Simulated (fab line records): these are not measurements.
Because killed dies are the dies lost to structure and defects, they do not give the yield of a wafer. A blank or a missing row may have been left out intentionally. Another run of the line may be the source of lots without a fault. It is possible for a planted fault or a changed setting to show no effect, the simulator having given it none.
fab line records	flow rit-cmos
record lots=14	wafers=42	last-day=7
route steps=202 shown M1@196
lots with no fault: from the same line, run without faults
start-h: hours from the record's opening day to when the first of the lot's shown wafers began	wait-h: how many hours have passed since the lot's step before this one	" identical to the entry in the row above	L1.1+2: one row covering several wafers at once	- either no value or no given start	* or withheld: withheld	< > ~ a bound
route shown NAME@n: NAME is a module with steps in the file, n the number in the route of the first one	usual: mean/standard deviation taken from wafers without a fault	same: alike in all rows	chamber/n: place in a boat	sites: the reading at each site	_std_site: their standard deviation	_edge_site: outer sites' mean less inner sites'	radius-mm: how far each site lies from the wafer's centre	mask NAME#n: copy n	behind: the last tool/chamber to shape the wafer	hold: why the lot went on hold/how many hours it stayed there/how the hold came to an end	device: the n, p or np transistor that did not switch	end of line: tests of these same wafers at the route's end	where a step has no rows: the recipe by itself	killed: not the wafer's yield, but the dies lost to structure and defects at the first sort	map: shows each die of a wafer: x if killed, . if not, _ if none is there
set.NAME: setting as actually run; set.NAME@STEP: the setting as run at that earlier step	model.NAME: the simulator's own value behind a step, which no gauge read
route steps across a sampled set of lots; one table per step, one row per wafer
services: a tool's chamber out of use, with start hour (start-h, from the record's first day; less than 0 if before it), hours out, and reason
## steps
# step RIT_M1_METAL_ETCH_12
# recipe stop-on=SiO2	chemistry=Cl2/BCl3	target=Al	time-s=165	over-etch-frac=0.5	pressure-mtorr=100	target-depth-a=6000	rf-w=250	Cl2_flow_sccm=60	bcl3-flow-sccm=50
# usual drypump-motor-current-A=5.5/0.3	oes-product-au=0.792/0.011	run-length-s=193.4/0.55	throttle-valve-pct=8.29/0.058
lot.wafer	tool	chamber	start-h	wait-h	drypump-motor-current-A	oes-product-au	rf-hours-counter-h	run-length-s	throttle-valve-pct
L299.1	rie-metal-01	0	56.92	0.2	4.9	0.798	4	193.8	8.27
L299.2	"	1	"	"	5.8	0.783	4	193.6	8.22
L299.6	"	0	"	"	5.0	0.784	-	193.8	8.28
L300.1	rie-metal-04	1	59.63	0.2	5.5	0.814	1	193.1	8.23
L300.2	"	0	"	"	5.7	0.796	1	192.1	8.38
L300.4	"	1	"	"	5.5	0.802	-	193.6	8.23
L301.3	rie-metal-02	1	63.93	0.2	5.7	0.789	-	193.2	8.32
L301.4	"	0	"	"	5.6	0.799	-	193.4	8.36
L301.5	"	1	"	"	5.7	0.788	-	194.0	8.31
L302.1	rie-metal-01	1	71.31	0.2	5.8	0.783	4	193.9	8.23
L302.3	"	1	"	"	5.8	0.779	-	193.7	8.23
L302.4	"	1	"	"	5.8	0.782	-	193.5	8.22
L303.1	rie-metal-04	1	78.98	0.2	5.5	0.809	1	193.3	8.22
L303.4	"	1	"	"	5.5	0.804	-	193.5	8.23
L303.5	"	1	"	"	5.5	0.807	-	193.8	8.23
L304.2	rie-metal-02	0	81.77	0.2	5.5	0.800	39	193.3	8.37
L304.4	"	1	"	"	5.7	0.801	-	193.6	8.32
L304.5	"	0	"	"	5.6	0.798	-	193.4	8.34
L309.2	rie-metal-04	0	109.53	0.2	5.6	0.968	1	166.2	8.34
L309.4	"	1	"	"	5.5	0.974	-	167.0	8.22
L309.5	"	0	"	"	5.7	0.968	-	166.0	8.35
L312.1	rie-metal-04	0	121.48	0.2	5.6	0.958	1	166.0	8.35
L312.5	"	0	"	"	5.7	0.957	-	166.1	8.36
L312.6	"	1	"	"	5.5	0.976	-	167.2	8.21
L314.1	rie-metal-01	0	134.42	0.2	5.0	0.787	4	193.7	8.28
L314.4	"	1	"	"	5.9	0.785	-	193.7	8.22
L314.5	"	1	"	"	5.8	0.775	-	193.8	8.23
L315.1	rie-metal-01	1	136.44	0.2	5.9	0.786	6	194.0	8.22
L315.5	"	0	"	"	5.0	0.791	-	194.0	8.26
L315.6	"	1	"	"	5.9	0.787	-	193.5	8.23
L317.1	rie-metal-01	1	146.07	0.2	5.9	0.780	6	193.4	8.23
L317.3	"	1	"	"	5.8	0.779	-	193.4	8.23
L317.5	"	0	"	"	5.0	0.788	-	193.8	8.27
L319.1	rie-metal-01	0	155.24	0.2	4.9	0.783	5	193.7	8.26
L319.2	"	1	"	"	5.9	0.785	6	193.6	8.24
L319.6	"	1	"	"	5.8	0.792	-	194.1	8.23
L320.1	rie-metal-02	1	159.66	0.2	5.7	0.799	0	193.2	8.31
L320.2	"	0	"	"	5.6	0.797	0	193.5	8.35
L320.5	"	1	"	"	5.7	0.788	-	193.3	8.31
L322.1	rie-metal-01	1	169.52	0.2	5.8	0.775	6	193.5	8.24
L322.2	"	0	"	"	4.9	0.791	5	193.8	8.29
L322.4	"	0	"	"	5.0	0.788	-	194.2	8.27
# step RIT_M1_PROBE_99
# usual defect-limited-yield=97.4/1.1	killed-at-contacts=0.1/0.27	killed-at-front-end=7/3	killed-dies=7.0/3	killed-open=3.5/2.1	killed-short=3.4/1.9	sort_bin_3_pad_short=0.1/0.19	sort_bin_5_function=1.4/0.77	sort_bin_6_memory=1.1/0.72	sort-n-pass=257.0/3	sort-yield-pct=97.4/1.1
# same gross-dies=264	killed_at_M0_to_M3=0	killed_at_M4_up=0	killed-at-back-side=0	killed-at-other=0
lot.wafer	tool	chamber	start-h	wait-h	defect-limited-yield[%]	killed-at-contacts	killed-at-front-end	killed-dies	killed-open	killed-short	sort_bin_3_pad_short[%]	sort_bin_5_function[%]	sort_bin_6_memory[%]	sort-n-pass	sort-yield-pct[%]
L299.1	prober-02	-	62.54	0.1	96.6	0	9	9	2	7	0	2.3	1.1	255.0	96.6
L299.2	prober-02	-	62.59	0.1	96.2	0	10	10	5	5	0	3.0	0.8	254.0	96.2
L299.6	prober-02	-	62.79	0.2	96.6	0	9	9	5	4	0.4	1.5	1.5	255.0	96.6
L300.1	prober-01	-	62.54	0.1	99.2	0	2	2	0	2	0	0.4	0.4	262.0	99.2
L300.2	prober-01	-	62.59	0.1	97.0	0	8	8	8	0	0	2.3	0.8	256.0	97.0
L300.4	prober-01	-	62.69	0.2	95.8	0	11	11	3	8	0.4	1.9	1.9	253.0	95.8
L301.3	prober-01	-	66.23	0.2	98.9	0	3	3	1	2	0	1.1	0	261.0	98.9
L301.4	prober-01	-	66.28	0.2	97.3	0	7	7	6	1	0	1.5	1.1	257.0	97.3
L301.5	prober-01	-	66.33	0.2	98.5	0	4	4	0	4	0.4	0.4	0.8	260.0	98.5
L302.1	prober-02	-	73.73	0.1	97.3	0	7	7	5	2	0	1.9	0.8	257.0	97.3
L302.3	prober-02	-	73.83	0.2	96.6	0	9	9	6	3	0.4	1.9	1.1	255.0	96.6
L302.4	prober-02	-	73.88	0.2	98.9	0	3	3	1	2	0	0.8	0.4	261.0	98.9
L303.1	prober-01	-	81.23	0.1	98.9	0	3	3	2	1	0	0.8	0.4	261.0	98.9
L303.4	prober-01	-	81.38	0.2	98.1	0	5	5	3	2	0	1.5	0.4	259.0	98.1
L303.5	prober-01	-	81.43	0.2	98.5	0	4	4	1	3	0	0.8	0.8	260.0	98.5
L304.2	prober-02	-	84.07	0.1	95.8	0	11	11	5	5	0	2.3	1.9	253.0	95.8
L304.4	prober-02	-	84.17	0.2	96.2	0	10	10	1	8	0	1.5	2.3	254.0	96.2
L304.5	prober-02	-	84.22	0.2	96.2	0	10	10	5	5	0.4	1.9	1.5	254.0	96.2
L309.2	prober-01	-	113.25	0.1	96.2	1	9	10	3	7	0	2.3	1.5	254.0	96.2
L309.4	prober-01	-	113.35	0.2	95.8	0	11	11	4	7	0.4	1.9	1.9	253.0	95.8
L309.5	prober-01	-	113.40	0.2	95.5	0	12	12	8	4	0	3.4	1.1	252.0	95.5
L312.1	prober-02	-	123.73	0.1	97.7	0	6	6	3	3	0.4	1.5	0.4	258.0	97.7
L312.5	prober-02	-	123.93	0.2	94.7	1	13	14	9	5	0	3.8	1.5	250.0	94.7
L312.6	prober-02	-	123.98	0.2	95.8	0	11	11	4	7	0	1.5	2.7	253.0	95.8
L314.1	prober-02	-	136.67	0.1	97.3	0	7	7	3	4	0	1.9	0.8	257.0	97.3
L314.4	prober-02	-	136.82	0.2	97.3	0	7	7	4	3	0	1.1	1.5	257.0	97.3
L314.5	prober-02	-	136.87	0.2	97.7	0	6	6	4	2	0	1.5	0.8	258.0	97.7
L315.1	prober-01	-	138.69	0.1	98.1	1	4	5	2	3	0.4	1.5	0	259.0	98.1
L315.5	prober-01	-	138.89	0.2	97.3	0	7	7	3	4	0	0.4	2.3	257.0	97.3
L315.6	prober-01	-	138.94	0.2	98.1	0	5	5	2	3	0	1.1	0.8	259.0	98.1
L317.1	prober-01	-	148.32	0.1	95.5	0	12	12	7	5	0.4	1.9	2.3	252.0	95.5
L317.3	prober-01	-	148.42	0.2	98.9	0	3	3	2	1	0	1.1	0	261.0	98.9
L317.5	prober-01	-	148.52	0.2	98.1	0	5	5	2	3	0	1.5	0.4	259.0	98.1
L319.1	prober-01	-	157.60	0.1	96.6	1	8	9	2	7	0	1.1	2.3	255.0	96.6
L319.2	prober-01	-	157.65	0.1	97.0	0	8	8	5	3	0	1.5	1.5	256.0	97.0
L319.6	prober-01	-	157.85	0.2	98.1	0	5	5	2	3	0	1.1	0.8	259.0	98.1
L320.1	prober-02	-	163.67	0.1	96.2	0	10	10	4	6	0.4	2.3	1.1	254.0	96.2
L320.2	prober-02	-	163.72	0.1	98.1	0	5	5	2	3	0	1.5	0.4	259.0	98.1
L320.5	prober-02	-	163.87	0.2	97.3	0	7	7	3	4	0	1.5	1.1	257.0	97.3
L322.1	prober-02	-	171.77	0.1	98.1	0	5	5	2	3	0	1.5	0.4	259.0	98.1
L322.2	prober-02	-	171.82	0.1	98.5	0	4	4	2	2	0	1.1	0.4	260.0	98.5
L322.4	prober-02	-	171.92	0.2	96.6	0	9	9	3	6	0.4	1.5	1.5	255.0	96.6
# killed by level:class
L299.1 GATE:geometric-particle:short=3 FOX1:geometric-particle:short=2 FOX1:geometric-particle:open=1 GATE:geometric-particle:open=1 REOX:geometric-particle:short=1 SILICIDE:geometric-particle:short=1
L300.1 GATE:geometric-particle:short=1 SILICIDE:geometric-particle:short=1
L299.2 GATE:geometric-particle:open=4 SPACER:geometric-particle:short=2 FOX1:geometric-particle:short=1 GATE:geometric-particle:short=1 REOX:geometric-particle:short=1 SILICIDE:geometric-particle:open=1
L300.2 GATE:geometric-particle:open=4 REOX:geometric-particle:open=2 FOX1:geometric-particle:open=1 SILICIDE:geometric-particle:open=1
L300.4 SILICIDE:geometric-particle:short=3 GATE:geometric-particle:open=2 GATE:geometric-particle:short=2 SPACER:geometric-particle:short=2 FOX2:geometric-particle:short=1 FOX2:geometric-particle:open=1
L299.6 FOX1:geometric-particle:short=2 REOX:geometric-particle:open=2 FOX1:geometric-particle:open=1 FOX2:geometric-particle:open=1 GATE:geometric-particle:short=1 REOX:geometric-particle:short=1 SPACER:geometric-particle:open=1
L301.3 GATE:geometric-particle:short=1 SPACER:geometric-particle:open=1 SILICIDE:geometric-particle:short=1
L301.4 SILICIDE:geometric-particle:open=3 GATE:geometric-particle:open=1 REOX:geometric-particle:open=1 REOX:geometric-particle:short=1 SPACER:geometric-particle:open=1
L301.5 GATE:geometric-particle:short=3 SILICIDE:geometric-particle:short=1
L302.1 GATE:geometric-particle:open=3 FOX2:geometric-particle:short=1 FOX2:geometric-particle:open=1 SPACER:geometric-particle:short=1 SPACER:geometric-particle:open=1
L302.3 SILICIDE:geometric-particle:open=3 FOX1:geometric-particle:open=2 GATE:geometric-particle:short=2 FOX2:geometric-particle:short=1 GATE:geometric-particle:open=1
L302.4 GATE:geometric-particle:open=1 GATE:geometric-particle:short=1 SILICIDE:geometric-particle:short=1
L303.1 FOX1:geometric-particle:open=1 GATE:geometric-particle:open=1 SPACER:geometric-particle:short=1
L303.4 FOX1:geometric-particle:open=2 FOX1:geometric-particle:short=1 REOX:geometric-particle:short=1 SPACER:geometric-particle:open=1
L303.5 SILICIDE:geometric-particle:short=2 REOX:geometric-particle:short=1 REOX:geometric-particle:open=1
L304.2 GATE:geometric-particle:open=2 SPACER:geometric-particle:short=2 SPACER:geometric-particle:open=2 FOX2:geometric-particle:short=1 GATE:geometric-particle:short=1 SILICIDE:geometric-particle:short=1 SILICIDE:geometric-particle:open=1 PRETRO:coat-microbubble-printed=1
L304.4 SPACER:geometric-particle:short=3 SILICIDE:geometric-particle:short=2 FOX1:geometric-particle:short=1 GATE:geometric-particle:short=1 REOX:geometric-particle:short=1 SPACER:geometric-particle:open=1 PRETRO:coat-microbubble-printed=1
L304.5 REOX:geometric-particle:short=2 SPACER:geometric-particle:open=2 SILICIDE:geometric-particle:open=2 FOX2:geometric-particle:open=1 GATE:geometric-particle:short=1 SPACER:geometric-particle:short=1 SILICIDE:geometric-particle:short=1
L309.2 SILICIDE:geometric-particle:short=3 FOX1:geometric-particle:open=1 FOX2:geometric-particle:short=1 GATE:geometric-particle:open=1 GATE:geometric-particle:short=1 REOX:geometric-particle:short=1 SPACER:geometric-particle:open=1 CONTACT:geometric-particle:short=1
L309.4 GATE:geometric-particle:open=2 GATE:geometric-particle:short=2 SPACER:geometric-particle:short=2 SILICIDE:geometric-particle:short=2 FOX1:geometric-particle:short=1 FOX2:geometric-particle:open=1 SILICIDE:geometric-particle:open=1
L309.5 SPACER:geometric-particle:open=3 SILICIDE:geometric-particle:open=3 GATE:geometric-particle:short=2 FOX1:geometric-particle:open=1 REOX:geometric-particle:open=1 REOX:geometric-particle:short=1 SPACER:geometric-particle:short=1
L312.1 FOX2:geometric-particle:open=1 FOX2:geometric-particle:short=1 GATE:geometric-particle:short=1 SPACER:geometric-particle:open=1 SILICIDE:geometric-particle:short=1 SILICIDE:geometric-particle:open=1
L312.5 GATE:geometric-particle:open=4 REOX:geometric-particle:open=2 REOX:geometric-particle:short=2 SILICIDE:geometric-particle:open=2 SILICIDE:geometric-particle:short=2 GATE:geometric-particle:short=1 CONTACT:geometric-particle:open=1
L312.6 SILICIDE:geometric-particle:short=3 FOX1:geometric-particle:open=1 FOX2:geometric-particle:short=1 GATE:geometric-particle:short=1 GATE:geometric-particle:open=1 REOX:geometric-particle:short=1 SPACER:geometric-particle:open=1 SPACER:geometric-particle:short=1
L314.1 FOX1:geometric-particle:open=2 GATE:geometric-particle:short=2 GATE:geometric-particle:open=1 REOX:geometric-particle:short=1 SILICIDE:geometric-particle:short=1
L314.4 FOX1:geometric-particle:open=2 GATE:geometric-particle:open=2 SPACER:geometric-particle:short=2 FOX1:geometric-particle:short=1
L314.5 FOX1:geometric-particle:short=1 FOX1:geometric-particle:open=1 GATE:geometric-particle:short=1 GATE:geometric-particle:open=1 SPACER:geometric-particle:open=1 SILICIDE:geometric-particle:open=1
L315.1 FOX1:geometric-particle:short=1 FOX2:geometric-particle:short=1 GATE:geometric-particle:short=1 GATE:geometric-particle:open=1 CONTACT:geometric-particle:open=1
L315.5 GATE:geometric-particle:short=3 GATE:geometric-particle:open=2 FOX1:geometric-particle:open=1 SILICIDE:geometric-particle:short=1
L315.6 GATE:geometric-particle:short=3 FOX1:geometric-particle:open=1 GATE:geometric-particle:open=1
L317.1 SPACER:geometric-particle:short=3 GATE:geometric-particle:short=2 GATE:geometric-particle:open=2 REOX:geometric-particle:open=2 SPACER:geometric-particle:open=2 FOX1:geometric-particle:open=1
L317.3 FOX2:geometric-particle:open=1 REOX:geometric-particle:short=1 SPACER:geometric-particle:open=1
L317.5 FOX2:geometric-particle:short=1 GATE:geometric-particle:short=1 GATE:geometric-particle:open=1 REOX:geometric-particle:short=1 SILICIDE:geometric-particle:open=1
L319.1 GATE:geometric-particle:short=5 FOX1:geometric-particle:short=1 FOX1:geometric-particle:open=1 GATE:geometric-particle:open=1 CONTACT:geometric-particle:short=1
L319.2 GATE:geometric-particle:open=3 SILICIDE:geometric-particle:open=2 GATE:geometric-particle:short=1 SPACER:geometric-particle:short=1 SILICIDE:geometric-particle:short=1
L319.6 GATE:geometric-particle:short=2 GATE:geometric-particle:open=2 SILICIDE:geometric-particle:short=1
L320.1 GATE:geometric-particle:short=2 FOX1:geometric-particle:open=1 FOX1:geometric-particle:short=1 FOX2:geometric-particle:short=1 FOX2:geometric-particle:open=1 GATE:geometric-particle:open=1 REOX:geometric-particle:short=1 REOX:geometric-particle:open=1
L320.2 GATE:geometric-particle:open=2 GATE:geometric-particle:short=2 SILICIDE:geometric-particle:short=1
L320.5 GATE:geometric-particle:open=3 REOX:geometric-particle:short=2 GATE:geometric-particle:short=1 SPACER:geometric-particle:short=1
L322.1 GATE:geometric-particle:open=2 GATE:geometric-particle:short=1 REOX:geometric-particle:short=1 SPACER:geometric-particle:short=1
L322.2 GATE:geometric-particle:open=2 SPACER:geometric-particle:short=2
L322.4 GATE:geometric-particle:short=4 SILICIDE:geometric-particle:short=2 GATE:geometric-particle:open=1 REOX:geometric-particle:open=1 SILICIDE:geometric-particle:open=1
## services
tool	chamber	start-h	hours	kind
rie-metal-01	-	42.96	0.2	repair
rie-metal-01	0	61.42	26.3	repair
rie-metal-01	1	105.66	11.3	repair
rie-metal-02	-	136.12	20.0	pm
rie-metal-02	0	136.12	20.0	vent-cycle
rie-metal-02	1	136.12	20.0	vent-cycle
rie-metal-04	-	136.19	4.0	pm
rie-metal-02	0	156.12	-	clean
rie-metal-02	1	156.12	-	clean
rie-metal-01	-	164.96	0.3	repair
## key
first-sign step=RIT_M1_METAL_ETCH_12	reading=run-length-s	direction=down	sigmas=49	usual=*	struck=*
effect step=RIT_M1_METAL_ETCH_12	reading=oes-product-au	direction=up	sigmas=16	usual=0.792	struck=0.967
met-at RIT_M1_METAL_ETCH_12
struck-lots L309,L312
onset-between 78.98 109.53
fault kind=process-parameter-drift	tool=rie-metal-04	chamber=-	onset-h=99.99	steps=RIT_M1_METAL_ETCH_12	channel=time-s	offset=*	shape=step	end-h=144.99	stated=*
